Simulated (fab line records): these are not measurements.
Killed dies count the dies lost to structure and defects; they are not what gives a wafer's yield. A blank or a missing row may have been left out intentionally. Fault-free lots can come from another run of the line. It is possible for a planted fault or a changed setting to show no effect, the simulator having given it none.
Problem report, 8D (eight disciplines) form, completed by code + flow berkeleyCmos170 + the parts of the form that need people (team, actions taken, sign-off) are left out

## 1. WHAT IS WRONG
At UCB170_SILICIDE_RTA_04, wafer_temp_C_max averages 649.0 over 6 wafers from 2 lots, while fault-free wafers read 652.4, standard deviation 0.66. Relative to the usual mean, that is a shift of -5.1 standard deviations.
The step: time 15 s.
First seen on wafer L180.2, day 9 01:00, on rtpAnneal-01. At this step, 42 wafers from 14 lots have a number in the record. Rule for "out", or "out of limits": more than 4 standard deviations from the usual mean. All remaining wafers that have a number are taken as sound.

## 2. WHAT THIS IS AND IS NOT
| question                    | is                             | is not                                                                                                   |
|-----------------------------|--------------------------------|----------------------------------------------------------------------------------------------------------|
| which readings at this step | wafer_temp_C_max, lampPowerPct | -                                                                                                        |
| which lots                  | L180, L182                     | L175, L176, L177, L178, L179, L187, L188, L190, L191, L194, L195, L198                                   |
| which wafers of those lots  | all that have a number         | -                                                                                                        |
| read on which tools         | rtpAnneal-01                   | rtpAnneal-02                                                                                             |
| when                        | from day 9 01:00               | up to then (15 sound wafers); but 21 sound wafers of L187, L188, L190, L191, L194, L195, L198 came after |

## 3. THE SUSPECTS, EACH WITH WHAT RULES IT OUT
Counting: a tool at any process step up to the reading remains a suspect when it ran all the lots that are out and ran no sound lot after the first of those.
- rtpAnneal-02 at UCB170_SDANNEAL_RTA_00 (time 10 s): ruled out as a lasting fault. Following L180 (day 9 00:07), the first lot on it that is out, the sound lots L194, L191, L198 were run on it.
- rtpAnneal-01 at UCB170_SILICIDE_RTA_04 (time 15 s): kept. It ran every lot that is out, first L180 (day 9 01:00), and no sound lot after that; its last sound lot up to then is L177 (day 8 13:41). Its own lampPowerPct, wafer_temp_C_max readings are out on those wafers.
Remaining after the count: rtpAnneal-01 at UCB170_SILICIDE_RTA_04.

## 4. THE CAUSE (what the simulator had put in)
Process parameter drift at UCB170_SILICIDE_RTA_04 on rtpAnneal-01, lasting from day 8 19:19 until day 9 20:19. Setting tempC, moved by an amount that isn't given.
After counting, this tool was the only one left.

## 5. THE CHAIN OF EFFECTS, in route order
Rows list readings where the struck wafers' mean (over those with a number) sits beyond 3 standard deviations from the usual. Scope: only readings with a usual standard deviation given in the record; hours: median across lots of the time from each lot's start at the first step in this table that gives one to its start at this step; sigmas: change in usual standard deviations.
| hours | step                   | reading          | usual   | on struck wafers | change | sigmas |
|-------|------------------------|------------------|---------|------------------|--------|--------|
| 0     | UCB170_SILICIDE_RTA_04 | lampPowerPct     | 8.929 % | 8.838            | -0.091 | -5.7   |
| 0     | UCB170_SILICIDE_RTA_04 | wafer_temp_C_max | 652.4   | 649.0            | -3.4   | -5.1   |
Here are the process steps it includes:
- UCB170_SILICIDE_RTA_04: time 15 s.
At these later measuring or inspecting steps, every struck wafer for which the step has a row has a number for every such reading, and none has moved that far: UCB170_CONTACT_CD_MEAS_90.

## 6. HOW IT WOULD HAVE BEEN CAUGHT EARLIER
6 hours passed between the start of the fault at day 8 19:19 and the first reading out of limits in this record, taken at day 9 01:00.
